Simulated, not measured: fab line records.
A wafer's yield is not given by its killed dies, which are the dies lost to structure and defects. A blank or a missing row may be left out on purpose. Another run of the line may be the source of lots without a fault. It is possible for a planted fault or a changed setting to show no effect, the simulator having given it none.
fab line records	flow ritCmos
[record] lots = 14	wafers = 42	lastDay = 7
route steps=202 shown NWELL@36 M1@202
lots untouched by any fault: they come from a run of this same line in which no faults occurred
startH: hours from the record's first day to the start of the lot's first wafer shown	waitH: hours from the lot's prior step to this one	" same as the row above	L1.1+2: a single row standing in for several wafers	- no value, or no start given	* or withheld: withheld	< > ~ a bound
route shown NAME@n: a module of which the file shows steps, and the number in the route of the first	usual: average and standard deviation across the fault-free wafers	same: alike in all rows	chamber/n: place in a boat	sites: each site's reading	_std_site: the values' standard deviation	_edge_site: mean of outer sites minus mean of inner sites	radiusMm: how far each site lies from the wafer's centre	mask NAME#n: copy n	behind: the tool/chamber that last shaped the wafer	hold: reason for holding the lot/hours on hold/outcome of the hold	device: transistor that didn't switch, given as n, p or np	end of line: tests run on the same wafers once the route is complete	step lacking rows: just its recipe	killed: dies that structure and defects cost at the first sort, which is not the same as the wafer's yield	map: shows each die of a wafer: x if killed, . if not, _ if none is there
set.NAME: the setting the step ran with; set.NAME@STEP: the setting that earlier step ran with	model.NAME: the simulator's own value behind a step, which no gauge read
route steps across a sampled set of lots; one table per step, one row per wafer
services: when a tool's chamber went out of use (startH, in hours from the record's first day, below 0 if earlier), for how many hours, and the reason
[[steps]]
[step RIT_NWELL_IMPLANT_08]
[recipe] species = P	energyKev = 170	doseCm2 = 5e+13	tiltDeg = 7
[usual] doseIonsCm2 = 5e+13/5.1e+10	faradayCurrentUA = 158/3.2	tiltDeg = 7.001/0.019
lot.wafer	tool	chamber	startH	waitH	doseIonsCm2	faradayCurrentUA	tiltDeg
L609.1	implanter-03	0	23.24	0.2	5.001e+13	154	6.992
L609.4	"	0	"	"	5.002e+13	160	6.960
L609.6	"	0	"	"	5.006e+13	158	6.984
L611.2	implanter-03	0	31.16	0.2	4.996e+13	164	6.989
L611.3	"	0	"	"	5.001e+13	152	6.965
L611.4	"	0	"	"	4.993e+13	156	6.988
L612.3	implanter-02	0	36.74	0.2	4.998e+13	157	7.022
L612.4	"	0	"	"	5.003e+13	154	7.024
L612.6	"	0	"	"	5.01e+13	161	7.000
L613.1	implanter-03	0	44.21	0.2	5e+13	154	7.009
L613.4	"	0	"	"	4.995e+13	155	6.971
L613.5	"	0	"	"	5.005e+13	162	6.991
L614.3	implanter-02	0	47.88	0.2	5.005e+13	160	7.006
L614.5	"	0	"	"	4.997e+13	157	6.993
L614.6	"	0	"	"	5.005e+13	160	6.965
L615.1	implanter-04	0	53.75	0.2	4.995e+13	153	6.980
L615.3	"	0	"	"	5.004e+13	156	6.991
L615.4	"	0	"	"	4.991e+13	166	6.970
L616.1	implanter-03	0	57.22	0.2	5.004e+13	165	7.009
L616.2	"	0	"	"	5.001e+13	154	7.004
L616.3	"	0	"	"	5.006e+13	156	7.021
L617.2	implanter-04	0	62.26	0.2	5.01e+13	159	6.971
L617.4	"	0	"	"	5.003e+13	160	6.965
L617.6	"	0	"	"	5.003e+13	160	6.960
L619.1	implanter-04	0	70.56	0.2	3.478e+13	111	6.982
L619.3	"	0	"	"	3.483e+13	113	6.979
L619.6	"	0	"	"	3.467e+13	108	6.994
L623.1	implanter-04	0	97.93	0.2	3.475e+13	109	6.999
L623.2	"	0	"	"	3.484e+13	109	7.023
L623.4	"	0	"	"	3.481e+13	108	7.015
L624.1	implanter-03	0	101.66	0.2	4.996e+13	158	6.992
L624.2	"	0	"	"	5.009e+13	156	7.021
L624.6	"	0	"	"	4.996e+13	161	7.003
L627.1	implanter-03	0	112.55	0.2	5e+13	158	6.993
L627.3	"	0	"	"	5.002e+13	156	6.989
L627.4	"	0	"	"	4.991e+13	159	6.964
L629.1	implanter-03	0	123.82	0.2	5.003e+13	162	6.976
L629.2	"	0	"	"	4.994e+13	156	6.963
L629.3	"	0	"	"	4.999e+13	161	6.994
L632.4	implanter-03	0	138.75	0.2	5.01e+13	157	6.998
L632.5	"	0	"	"	5.002e+13	153	7.039
L632.6	"	0	"	"	5e+13	159	6.984
[step RIT_NWELL_TW_MEAS_10]
[usual] NWELL_TW = 2150/35
lot.wafer	tool	chamber	startH	waitH	hold	NWELL_TW
L609.1	filmMetro-01	-	23.59	0.1	-	2181
L609.4	"	-	"	"	-	2184
L609.6	"	-	"	"	-	2187
L611.2	filmMetro-02	-	31.47	0.1	-	2104
L611.3	"	-	"	"	-	2115
L611.4	"	-	"	"	-	2106
L612.3	filmMetro-02	-	37.03	0.1	-	2098
L612.4	"	-	"	"	-	2097
L612.6	"	-	"	"	-	2105
L613.1	filmMetro-01	-	44.54	0.1	-	2194
L613.4	"	-	"	"	-	2190
L613.5	"	-	"	"	-	2187
L614.3	filmMetro-04	-	48.18	0.1	-	2129
L614.5	"	-	"	"	-	2131
L614.6	"	-	"	"	-	2133
L615.1	filmMetro-04	-	54.07	0.1	-	2135
L615.3	"	-	"	"	-	2138
L615.4	"	-	"	"	-	2141
L616.1	filmMetro-02	-	57.55	0.1	-	2117
L616.2	"	-	"	"	-	2098
L616.3	"	-	"	"	-	2108
L617.2	filmMetro-02	-	62.57	0.1	-	2100
L617.4	"	-	"	"	-	2097
L617.6	"	-	"	"	-	2097
L619.1	filmMetro-04	-	70.88	0.1	awaitDispo/0.2h/release	1897
L619.3	"	-	"	"	awaitDispo/0.2h/release	1896
L619.6	"	-	"	"	awaitDispo/0.2h/release	1903
L619.1	filmMetro-04	-	71.11	0.2	-	1900
L619.3	"	-	"	"	-	1901
L619.6	"	-	"	"	-	1899
L623.1	filmMetro-01	-	98.26	0.1	awaitDispo/0.2h/release	1936
L623.2	"	-	"	"	awaitDispo/0.2h/release	1954
L623.4	"	-	"	"	awaitDispo/0.2h/release	1946
L623.1	filmMetro-01	-	98.48	0.2	-	1941
L623.2	"	-	"	"	-	1951
L623.4	"	-	"	"	-	1945
L624.1	filmMetro-04	-	101.98	0.1	-	2146
L624.2	"	-	"	"	-	2159
L624.6	"	-	"	"	-	2158
L627.1	filmMetro-01	-	112.88	0.1	-	2176
L627.3	"	-	"	"	-	2190
L627.4	"	-	"	"	-	2188
L629.1	filmMetro-01	-	124.15	0.1	-	2202
L629.2	"	-	"	"	-	2206
L629.3	"	-	"	"	-	2205
L632.4	filmMetro-01	-	139.03	0.1	-	2194
L632.5	"	-	"	"	-	2192
L632.6	"	-	"	"	-	2201
[step RIT_WELLDRIVE_RS_MEAS_01]
[recipe] thkMeasGauge = four-point-probe
[usual] NWELL_RS = 275.4/0.8
lot.wafer	tool	chamber	startH	waitH	hold	NWELL_RS[ohm/sq]
L609.1	filmMetro-02	-	30.63	0.0	-	276.7
L609.4	"	-	"	"	-	276.6
L609.6	"	-	"	"	-	276.6
L611.2	filmMetro-02	-	38.62	0.0	-	273.8
L611.3	"	-	"	"	-	274.0
L611.4	"	-	"	"	-	273.8
L612.3	filmMetro-04	-	44.62	0.0	-	275.1
L612.4	"	-	"	"	-	274.8
L612.6	"	-	"	"	-	275.3
L613.1	filmMetro-04	-	51.60	0.0	-	275.2
L613.4	"	-	"	"	-	276.5
L613.5	"	-	"	"	-	276.0
L614.3	filmMetro-02	-	56.70	0.0	-	274.9
L614.5	"	-	"	"	-	275.0
L614.6	"	-	"	"	-	275.6
L615.1	filmMetro-02	-	61.74	0.0	-	275.4
L615.3	"	-	"	"	-	275.0
L615.4	"	-	"	"	-	275.2
L616.1	filmMetro-04	-	64.37	0.0	-	274.9
L616.2	"	-	"	"	-	275.0
L616.3	"	-	"	"	-	275.0
L617.2	filmMetro-01	-	69.47	0.0	-	276.0
L617.4	"	-	"	"	-	276.7
L617.6	"	-	"	"	-	275.7
L619.1	filmMetro-02	-	80.57	0.1	awaitDispo/0.2h/release	344.8
L619.3	"	-	"	"	awaitDispo/0.2h/release	344.7
L619.6	"	-	"	"	awaitDispo/0.2h/release	345.6
L619.1	filmMetro-02	-	80.86	0.3	-	344.8
L619.3	"	-	"	"	-	344.6
L619.6	"	-	"	"	-	345.8
L623.1	filmMetro-01	-	109.05	0.0	awaitDispo/0.2h/release	345.4
L623.2	"	-	"	"	awaitDispo/0.2h/release	345.0
L623.4	"	-	"	"	awaitDispo/0.2h/release	343.2
L623.1	filmMetro-01	-	109.34	0.3	-	345.2
L623.2	"	-	"	"	-	344.8
L623.4	"	-	"	"	-	344.5
L624.1	filmMetro-02	-	110.31	0.0	-	276.1
L624.2	"	-	"	"	-	274.1
L624.6	"	-	"	"	-	275.7
L627.1	filmMetro-04	-	120.99	0.0	-	275.1
L627.3	"	-	"	"	-	274.3
L627.4	"	-	"	"	-	275.0
L629.1	filmMetro-02	-	131.88	0.0	-	275.1
L629.2	"	-	"	"	-	274.1
L629.3	"	-	"	"	-	274.4
L632.4	filmMetro-01	-	146.07	0.1	-	276.2
L632.5	"	-	"	"	-	276.6
L632.6	"	-	"	"	-	275.6
[step RIT_M1_PROBE_99]
[usual] defectLimitedYield = 97.2/1.3	killed_at_M0_to_M3 = 0.0/0.25	killedAtContacts = 0.0/0.18	killedAtFrontEnd = 7/3.4	killedDies = 7/3.4	killedOpen = 3.7/2.2	killedShort = 3.6/2.2	sort_bin_3_pad_short = 0.2/0.24	sort_bin_5_function = 1.6/0.94	sort_bin_6_memory = 1.1/0.72	sortNPass = 257/3.4	sortYieldPct = 97.2/1.3
[same] grossDies = 264	killed_at_M4_up = 0	killedAtBackSide = 0	killedAtOther = 0
lot.wafer	tool	chamber	startH	waitH	defectLimitedYield[%]	killed_at_M0_to_M3	killedAtContacts	killedAtFrontEnd	killedDies	killedOpen	killedShort	sort_bin_3_pad_short[%]	sort_bin_5_function[%]	sort_bin_6_memory[%]	sortNPass	sortYieldPct[%]
L609.1	prober-02	-	59.17	0.1	96.2	0	0	10	10	4	6	0.4	1.9	1.5	254	96.2
L609.4	prober-02	-	59.32	0.2	97.0	0	0	8	8	5	3	0	1.1	1.9	256	97.0
L609.6	prober-02	-	59.42	0.2	97.3	0	0	7	7	5	2	0	1.9	0.8	257	97.3
L611.2	prober-01	-	68.63	0.1	94.3	0	0	15	15	6	9	0	3.4	2.3	249	94.3
L611.3	prober-01	-	68.68	0.2	97.3	0	0	7	7	3	4	0	1.9	0.8	257	97.3
L611.4	prober-01	-	68.73	0.2	95.8	0	0	11	11	4	7	0.4	0.8	3.0	253	95.8
L612.3	prober-01	-	76.39	0.2	98.5	0	0	4	4	1	3	0	0.4	1.1	260	98.5
L612.4	prober-01	-	76.44	0.2	97.7	0	0	6	6	5	1	0	1.9	0.4	258	97.7
L612.6	prober-01	-	76.54	0.2	95.8	0	0	11	11	7	4	0.8	1.5	1.9	253	95.8
L613.1	prober-02	-	81.73	0.1	98.1	0	0	5	5	3	2	0	1.1	0.8	259	98.1
L613.4	prober-02	-	81.88	0.2	96.2	0	0	10	10	5	5	0	1.9	1.9	254	96.2
L613.5	prober-02	-	81.93	0.2	96.6	0	0	9	9	5	4	0	1.9	1.5	255	96.6
L614.3	prober-01	-	87.27	0.2	97.7	0	0	6	6	2	4	0	1.9	0.4	258	97.7
L614.5	prober-01	-	87.37	0.2	97.7	0	0	6	6	4	2	0.8	0.8	0.8	258	97.7
L614.6	prober-01	-	87.42	0.2	98.1	1	0	4	5	2	3	0	1.1	0.8	259	98.1
L615.1	prober-02	-	92.52	0.1	98.1	0	0	5	5	3	2	0	1.9	0	259	98.1
L615.3	prober-02	-	92.62	0.2	97.0	0	0	8	8	4	4	0.4	2.3	0.4	256	97.0
L615.4	prober-02	-	92.67	0.2	97.0	0	0	8	8	5	3	0	1.5	1.5	256	97.0
L616.1	prober-01	-	95.77	0.1	94.3	0	0	15	15	11	4	0	3.8	1.9	249	94.3
L616.2	prober-01	-	95.82	0.1	98.1	0	0	5	5	4	1	0	1.1	0.8	259	98.1
L616.3	prober-01	-	95.87	0.2	97.0	0	0	8	8	4	4	0.4	2.3	0.4	256	97.0
L617.2	prober-02	-	105.16	0.1	97.3	0	0	7	7	2	4	0.4	0.4	1.9	257	97.3
L617.4	prober-02	-	105.26	0.2	95.8	0	0	11	11	3	8	0	2.3	1.9	253	95.8
L617.6	prober-02	-	105.36	0.2	98.1	0	1	4	5	1	3	0	1.5	0.4	259	98.1
L624.1	prober-01	-	144.41	0.1	97.3	0	0	7	7	4	3	0	0.8	1.9	257	97.3
L624.2	prober-01	-	144.46	0.1	96.2	0	0	10	10	7	3	0.4	2.3	1.1	254	96.2
L624.6	prober-01	-	144.66	0.2	97.3	0	0	7	7	4	3	0	2.7	0	257	97.3
L627.1	prober-02	-	151.38	0.1	97.0	0	0	8	8	3	4	0.4	1.5	1.1	256	97.0
L627.3	prober-02	-	151.48	0.2	95.5	2	0	10	12	5	5	0	3.8	0.8	252	95.5
L627.4	prober-02	-	151.53	0.2	98.5	0	0	4	4	1	1	0	1.1	0.4	260	98.5
L629.1	prober-02	-	160.92	0.1	97.0	0	0	8	8	3	5	0	0.4	2.7	256	97.0
L629.2	prober-02	-	160.97	0.1	97.7	0	0	6	6	1	5	0	1.1	1.1	258	97.7
L629.3	prober-02	-	161.02	0.2	98.5	0	0	4	4	1	3	0	0	1.5	260	98.5
L632.4	prober-01	-	174.17	0.2	96.6	0	0	9	9	3	6	0.4	2.3	0.8	255	96.6
L632.5	prober-01	-	174.22	0.2	95.1	0	0	13	13	7	6	0.8	2.3	1.9	251	95.1
L632.6	prober-01	-	174.27	0.2	98.5	0	0	4	4	2	2	0	0.8	0.8	260	98.5
// killed by level:class
L609.1 GATE:geometricParticle:short=3 FOX2:geometricParticle:open=2 FOX1:geometricParticle:short=1 FOX2:geometricParticle:short=1 GATE:geometricParticle:open=1 SILICIDE:geometricParticle:short=1 SILICIDE:geometricParticle:open=1
L609.4 GATE:geometricParticle:open=4 FOX1:geometricParticle:short=2 GATE:geometricParticle:short=1 SPACER:geometricParticle:open=1
L609.6 FOX2:geometricParticle:open=2 SPACER:geometricParticle:open=2 FOX1:geometricParticle:short=1 FOX1:geometricParticle:open=1 FOX2:geometricParticle:short=1
L611.2 GATE:geometricParticle:short=5 GATE:geometricParticle:open=2 FOX1:geometricParticle:short=1 FOX2:geometricParticle:open=1 REOX:geometricParticle:open=1 REOX:geometricParticle:short=1 SPACER:geometricParticle:open=1 SPACER:geometricParticle:short=1
L611.3 GATE:geometricParticle:short=2 SPACER:geometricParticle:open=2 FOX2:geometricParticle:open=1 FOX2:geometricParticle:short=1 REOX:geometricParticle:short=1
L611.4 FOX2:geometricParticle:open=2 GATE:geometricParticle:short=2 SPACER:geometricParticle:short=2 SILICIDE:geometricParticle:short=2 FOX2:geometricParticle:short=1 GATE:geometricParticle:open=1 SILICIDE:geometricParticle:open=1
L612.3 FOX1:geometricParticle:short=1 GATE:geometricParticle:short=1 REOX:geometricParticle:open=1 REOX:geometricParticle:short=1
L612.4 GATE:geometricParticle:open=4 REOX:geometricParticle:open=1 SPACER:geometricParticle:short=1
L612.6 REOX:geometricParticle:open=3 GATE:geometricParticle:short=2 SPACER:geometricParticle:short=2 FOX1:geometricParticle:open=1 GATE:geometricParticle:open=1 SPACER:geometricParticle:open=1 SILICIDE:geometricParticle:open=1
L613.1 GATE:geometricParticle:open=2 GATE:geometricParticle:short=2 REOX:geometricParticle:open=1
L613.4 REOX:geometricParticle:open=3 SPACER:geometricParticle:short=3 SPACER:geometricParticle:open=2 SILICIDE:geometricParticle:short=2
L613.5 GATE:geometricParticle:short=3 REOX:geometricParticle:open=2 SPACER:geometricParticle:open=2 GATE:geometricParticle:open=1 SPACER:geometricParticle:short=1
L614.3 FOX2:geometricParticle:short=2 GATE:geometricParticle:short=2 GATE:geometricParticle:open=1 SILICIDE:geometricParticle:open=1
L614.5 GATE:geometricParticle:open=3 ACTIVE:geometricParticle:short=1 FOX1:geometricParticle:open=1 FOX1:geometricParticle:short=1
L614.6 GATE:geometricParticle:short=2 FOX1:geometricParticle:open=1 GATE:geometricParticle:open=1 M1:geometricParticle:short=1
L615.1 GATE:geometricParticle:open=2 FOX1:geometricParticle:short=1 FOX1:geometricParticle:open=1 SILICIDE:geometricParticle:short=1
L615.3 GATE:geometricParticle:open=3 GATE:geometricParticle:short=2 REOX:geometricParticle:short=1 REOX:geometricParticle:open=1 SPACER:geometricParticle:short=1
L615.4 GATE:geometricParticle:open=2 FOX1:geometricParticle:short=1 FOX1:geometricParticle:open=1 SPACER:geometricParticle:short=1 SPACER:geometricParticle:open=1 SILICIDE:geometricParticle:open=1 SILICIDE:geometricParticle:short=1
L616.1 GATE:geometricParticle:open=4 GATE:geometricParticle:short=3 SPACER:geometricParticle:open=3 REOX:geometricParticle:open=2 FOX2:geometricParticle:open=1 REOX:geometricParticle:short=1 SILICIDE:geometricParticle:open=1
L616.2 REOX:geometricParticle:open=2 FOX1:geometricParticle:open=1 GATE:geometricParticle:open=1 GATE:geometricParticle:short=1
L616.3 FOX1:geometricParticle:short=1 FOX2:geometricParticle:short=1 FOX2:geometricParticle:open=1 GATE:geometricParticle:open=1 GATE:geometricParticle:short=1 SPACER:geometricParticle:open=1 SILICIDE:geometricParticle:open=1 SILICIDE:geometricParticle:short=1
L617.2 GATE:geometricParticle:open=2 SPACER:geometricParticle:short=2 GATE:geometricParticle:short=1 SILICIDE:geometricParticle:short=1 NSD:coatMicrobubblePrinted=1
L617.4 GATE:geometricParticle:short=6 FOX1:geometricParticle:short=2 GATE:geometricParticle:open=2 FOX1:geometricParticle:open=1
L617.6 GATE:geometricParticle:open=1 GATE:geometricParticle:short=1 SPACER:geometricParticle:short=1 CONTACT:geometricParticle:short=1 NSD:coatMicrobubblePrinted=1
L624.1 REOX:geometricParticle:open=2 FOX2:geometricParticle:short=1 GATE:geometricParticle:short=1 GATE:geometricParticle:open=1 REOX:geometricParticle:short=1 SPACER:geometricParticle:open=1
L624.2 FOX2:geometricParticle:open=3 GATE:geometricParticle:open=3 GATE:geometricParticle:short=1 REOX:geometricParticle:open=1 REOX:geometricParticle:short=1 SILICIDE:geometricParticle:short=1
L624.6 GATE:geometricParticle:open=3 SILICIDE:geometricParticle:short=2 GATE:geometricParticle:short=1 SPACER:geometricParticle:open=1
L627.1 SILICIDE:geometricParticle:open=3 GATE:geometricParticle:short=2 SILICIDE:geometricParticle:short=2 NWELL:coatMicrobubblePrinted=1
L627.3 GATE:geometricParticle:short=2 SPACER:geometricParticle:open=2 SILICIDE:geometricParticle:open=2 SILICIDE:geometricParticle:short=2 M1:coatMicrobubblePrinted=2 FOX2:geometricParticle:open=1 SPACER:geometricParticle:short=1
L627.4 NWELL:coatMicrobubblePrinted=2 GATE:geometricParticle:short=1 REOX:geometricParticle:open=1
L629.1 FOX2:geometricParticle:short=3 SPACER:geometricParticle:open=2 REOX:geometricParticle:open=1 REOX:geometricParticle:short=1 SPACER:geometricParticle:short=1
L629.2 SPACER:geometricParticle:short=3 REOX:geometricParticle:open=1 REOX:geometricParticle:short=1 SILICIDE:geometricParticle:short=1
L629.3 FOX1:geometricParticle:short=1 GATE:geometricParticle:short=1 REOX:geometricParticle:open=1 SPACER:geometricParticle:short=1
L632.4 GATE:geometricParticle:short=4 GATE:geometricParticle:open=2 REOX:geometricParticle:open=1 SPACER:geometricParticle:short=1 SILICIDE:geometricParticle:short=1
L632.5 GATE:geometricParticle:open=3 GATE:geometricParticle:short=3 SILICIDE:geometricParticle:open=2 FOX2:geometricParticle:open=1 FOX2:geometricParticle:short=1 REOX:geometricParticle:short=1 REOX:geometricParticle:open=1 SPACER:geometricParticle:short=1
L632.6 FOX2:geometricParticle:short=1 GATE:geometricParticle:open=1 REOX:geometricParticle:open=1 SILICIDE:geometricParticle:short=1
[[services]]
tool	chamber	startH	hours	kind
implanter-03	-	2.41	4.1	pm
implanter-04	-	13.28	28.8	repair
implanter-03	-	19.19	0.8	repair
implanter-02	-	87.65	5.7	repair
[[key]]
[firstSign] step = RIT_NWELL_IMPLANT_08	reading = doseIonsCm2	direction = down	sigmas = 99+	usual = 5e+13	struck = 3.478e+13
[effect] step = RIT_NWELL_IMPLANT_08	reading = faradayCurrentUA	direction = down	sigmas = 15	usual = 158	struck = 110
[effect] step = RIT_NWELL_TW_MEAS_10	reading = visit	direction = added
[effect] step = RIT_NWELL_TW_MEAS_10	reading = NWELL_TW	direction = down	sigmas = 6.5	usual = 2150	struck = 1922
[effect] step = RIT_WELLDRIVE_RS_MEAS_01	reading = visit	direction = added
[effect] step = RIT_WELLDRIVE_RS_MEAS_01	reading = NWELL_RS	direction = up	sigmas = 87	usual = 275.4	struck = 344.8
metAt RIT_NWELL_IMPLANT_08
struckLots L619,L623
scrappedBehind RIT_WELLDRIVE_RS_MEAS_01 L619.1,L619.3,L619.6,L623.1,L623.2,L623.4
onsetBetween 62.26 70.56
[fault] kind = processParameterDrift	tool = implanter-04	chamber = -	onsetH = 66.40	steps = RIT_NWELL_IMPLANT_08	channel = doseCm2	offset = -1.52e+13	shape = step	endH = 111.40	actsIn = theseRecipesOnly	stated = 5e+13
